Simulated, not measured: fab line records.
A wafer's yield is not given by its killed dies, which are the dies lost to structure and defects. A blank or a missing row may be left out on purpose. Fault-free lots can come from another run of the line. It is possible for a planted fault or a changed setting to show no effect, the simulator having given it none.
Which tool was responsible? || flow berkeley-cmos170 || 6 lots, 18 wafers sampled, at 3 steps of a route of 331

== WHAT THE GAUGES SHOWED, per wafer ==
UCB170_PWELL_OVL_MEAS_13.
{"lot": "L714", "measured": "day 3 22:37", "on": "overlay-02", "PWELL_OVL (nm)": "5 -4 -2"}
{"lot": "L716", "measured": "day 4 04:05", "on": "overlay-01", "PWELL_OVL (nm)": "11 3 7"}
{"lot": "L719", "measured": "day 5 02:12", "on": "overlay-01", "PWELL_OVL (nm)": "-2 0 1"}
{"lot": "L727", "measured": "day 6 17:33", "on": "overlay-02", "PWELL_OVL (nm)": "6 4 2"}
{"lot": "L729", "measured": "day 7 01:18", "on": "overlay-01", "PWELL_OVL (nm)": "-1 10 2"}
{"lot": "L731", "measured": "day 8 02:05", "on": "overlay-02", "PWELL_OVL (nm)": "-6 2 -2"}

== EACH LOT AND THE TOOL THAT RAN IT (in order: tool; ch and the chambers of the sampled wafers; start) ==
{"lot": "L714", "UCB170_ZERO_STRIP_07": "plasma-asher-02 ch 0,1, day 2 10:31", "UCB170_PWELL_EXPOSE_10": "krf-scanner-01 ch 0, day 3 22:09"}
{"lot": "L716", "UCB170_ZERO_STRIP_07": "plasma-asher-03 ch 1, day 2 23:25", "UCB170_PWELL_EXPOSE_10": "krf-scanner-01 ch 0, day 4 03:16"}
{"lot": "L719", "UCB170_ZERO_STRIP_07": "plasma-asher-04 ch 0,1, day 3 12:17", "UCB170_PWELL_EXPOSE_10": "krf-scanner-01 ch 0, day 5 01:43"}
{"lot": "L727", "UCB170_ZERO_STRIP_07": "plasma-asher-04 ch 0, day 5 06:34", "UCB170_PWELL_EXPOSE_10": "krf-scanner-01 ch 0, day 6 16:32"}
{"lot": "L729", "UCB170_ZERO_STRIP_07": "plasma-asher-02 ch 0,1, day 5 14:44", "UCB170_PWELL_EXPOSE_10": "krf-scanner-01 ch 0, day 7 00:07"}
{"lot": "L731", "UCB170_ZERO_STRIP_07": "plasma-asher-04 ch 0,1, day 6 03:25", "UCB170_PWELL_EXPOSE_10": "krf-scanner-02 ch 0, day 8 00:41"}
- UCB170_ZERO_STRIP_07: strips in O2.
- UCB170_PWELL_EXPOSE_10: exposes mask PWELL, target cd 3000 nm.

== THE ANSWER, worked out from the rows above alone ==
Rule: what is usual is taken from the lots themselves. The widest of any qualifying gaps counts: lots, ordered by their means at a reading, are off when they make up no more than a third of the lots, leave a main group of 4 or more, and stand apart from it by 3 or more times the standard deviation of that group's means. If all means in a main group match to the digits the tables above print for the reading, that group is not used. A lot without any number at a reading at which 4 lots or more have one is off too. Any other lot the step has rows for is counted as sound.
Nothing can be told from this: no lot is off at any reading shown.

== WHAT THE SIMULATOR HAD INSERTED ==
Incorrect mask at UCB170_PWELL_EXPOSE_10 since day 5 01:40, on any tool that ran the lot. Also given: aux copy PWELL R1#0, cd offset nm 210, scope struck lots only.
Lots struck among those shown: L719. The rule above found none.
